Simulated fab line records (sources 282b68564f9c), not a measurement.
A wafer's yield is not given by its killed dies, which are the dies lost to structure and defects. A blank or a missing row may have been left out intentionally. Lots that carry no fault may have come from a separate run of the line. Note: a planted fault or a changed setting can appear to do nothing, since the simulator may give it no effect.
One fault through the eyes of 2 desks / flow ritCmos / what lay behind the numbers comes last; until then each desk has only its own

## METROLOGY DESK
Lot by lot, what the gauges showed, no matter which tool ran the lot: averages of those sampled wafers that carry a number. A lot is out of limits, marked OUT, if its mean lies more than 4 standard deviations from the usual mean; the brackets give that distance.
Columns: A = cdNm at RIT_ACTIVE_CD_MEAS_11, usual 1400.1 nm
lot=L661; first seen here=day 1 15:18; A=1400.2
lot=L663; first seen here=day 2 00:44; A=1399.6
lot=L664; first seen here=day 2 05:36; A=1399.6
lot=L666; first seen here=day 2 17:04; A=1401.4
lot=L667; first seen here=day 2 20:39; A=1402.6
lot=L669; first seen here=day 3 06:53; A=1400.9
lot=L670; first seen here=day 3 11:56; A=1399.9
lot=L671; first seen here=day 3 17:19; A=1401.4
lot=L672; first seen here=day 3 21:26; A=1397.6
lot=L680; first seen here=day 5 13:28; A=1358.3 (-18) OUT
lot=L681; first seen here=day 5 18:34; A=1404.3
lot=L682; first seen here=day 5 23:26; A=1400.5
lot=L684; first seen here=day 6 09:34; A=1399.8
This desk finds L680 out of limits, L680 being first, at day 5 13:28 (cdNm at RIT_ACTIVE_CD_MEAS_11). In limits: L661, L663, L664, L666, L667, L669, L670, L671, L672, L681, L682, L684.

## TOOL OWNER'S DESK, ilineStepper-02
The tool's own readings at RIT_ACTIVE_EXPOSE_08 (exposes mask M1, target cd 1400 nm): means of the sampled wafers that have a number, for each lot that ran on this tool. A lot is out of limits, marked OUT, if its mean lies more than 4 standard deviations from the usual mean; the brackets give that distance.
Columns: A = exposureDoseMJCm2 at RIT_ACTIVE_EXPOSE_08, usual 223.80
lot=L663; first seen here=day 2 00:14; A=224.10
lot=L667; first seen here=day 2 20:11; A=223.95
lot=L669; first seen here=day 3 06:29; A=223.72
lot=L680; first seen here=day 5 13:04; A=216.52 (-35) OUT
This desk finds L680 out of limits, L680 being first, at day 5 13:04 (exposureDoseMJCm2 at RIT_ACTIVE_EXPOSE_08). In limits: L663, L667, L669.

## PUT TOGETHER
At day 5 13:04, on L680, the tool owner's desk was in a position to raise an alarm.
At day 5 13:28 the metrology desk could have sounded an alarm, on L680.
All the named lots went through RIT_ACTIVE_EXPOSE_08 on ilineStepper-02.

## WHAT HAD BEEN PUT IN BY THE SIMULATOR
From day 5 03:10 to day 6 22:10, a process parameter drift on ilineStepper-02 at RIT_ACTIVE_EXPOSE_08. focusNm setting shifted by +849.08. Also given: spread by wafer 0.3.
Struck lots among those shown: L680.
Counting hours from when the fault started, the first reading out of limits came at 10 for the tool owner's desk and at 10 for the metrology desk.
